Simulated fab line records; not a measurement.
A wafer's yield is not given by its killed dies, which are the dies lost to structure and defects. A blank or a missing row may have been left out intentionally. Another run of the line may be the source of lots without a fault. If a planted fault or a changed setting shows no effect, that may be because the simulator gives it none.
Code-filled problem report in 8D (eight disciplines) form | flow rit cmos | the parts of the form that need people (team, actions taken, sign-off) are left out

## 1. PROBLEM STATEMENT
Wafers without a fault read 238.4 s, standard deviation 0.47; run length s at RIT_ACTIVE_ETCH_13 reads a mean of 245.3 s on 6 wafers belonging to 2 lots. That puts it +15 standard deviations away from the usual mean.
The step: etches Si3N4 in SF6, stops on SiO2, time 210 s, target depth 210 nm.
Earliest sighting: wafer L875.2 on rie diel-01 at day 5 19:26. At this step, 18 wafers from 6 lots have a number in the record. By rule, "out" or "out of limits" means more than 4 standard deviations away from the usual mean. The other wafers with a number count as sound.

## 2. WHAT THIS IS AND IS NOT
question                    | is                     | is not
which readings at this step | run length s           | SF6_flow_sccm, drypump motor current A, throttle valve pct
which lots                  | L875, L876             | L855, L870, L877, L878
which wafers of those lots  | all that have a number | -
read on which tools         | rie diel-01            | rie diel-03, rie diel-04
when                        | from day 5 19:26       | up to then (6 sound wafers); but 6 sound wafers of L877, L878 came after

## 3. THE SUSPECTS, EACH WITH WHAT RULES IT OUT
Counting: any tool at a process step up to the reading is kept as a suspect provided that every lot that is out went through it and no sound lot did after the first of them.
- rie diel-01 at RIT_ACTIVE_ETCH_13 (etches Si3N4 in SF6, stops on SiO2, time 210 s, target depth 210 nm): kept. All lots that are out passed through it, beginning with L875 at day 5 19:26, and no sound lot followed; its final sound lot before that point was L870 at day 4 17:50. On those wafers its own readings are out: run length s.
Remaining after the count: rie diel-01 at RIT_ACTIVE_ETCH_13.

## 4. THE CAUSE (what the simulator had put in)
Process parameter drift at RIT_ACTIVE_ETCH_13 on rie diel-01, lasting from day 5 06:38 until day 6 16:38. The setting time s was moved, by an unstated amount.
Counting left only this tool.

## 5. THE CHAIN OF EFFECTS, in route order
One row per reading whose mean, taken over the struck wafers that have a number, lies over 3 standard deviations from the usual. Only readings whose record carries a usual standard deviation are examined. hours: median over the lots of the time between each lot's start at the first step of this table that gives one and its start at this step. sigmas: the change, counted in usual standard deviations.
hours | step               | reading      | usual   | on struck wafers | change | sigmas
0     | RIT_ACTIVE_ETCH_13 | run length s | 238.4 s | 245.3            | +6.9   | +15
The process steps in it:
- RIT_ACTIVE_ETCH_13: etches Si3N4 in SF6, stops on SiO2, time 210 s, target depth 210 nm.
Later steps that measure or inspect, where all struck wafers having a row at the step show a number for every such reading and not one has moved that far: RIT_ACTIVE_CD_MEAS_90, RIT_FOX1_THK_MEAS_01, RIT_FOX2_THK_MEAS_01, RIT_FOX2_THK_MEAS_90.

## 6. HOW IT WOULD HAVE BEEN CAUGHT EARLIER
The fault began at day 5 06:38; the first out-of-limits reading in this record came at day 5 19:26, 13 hours later.
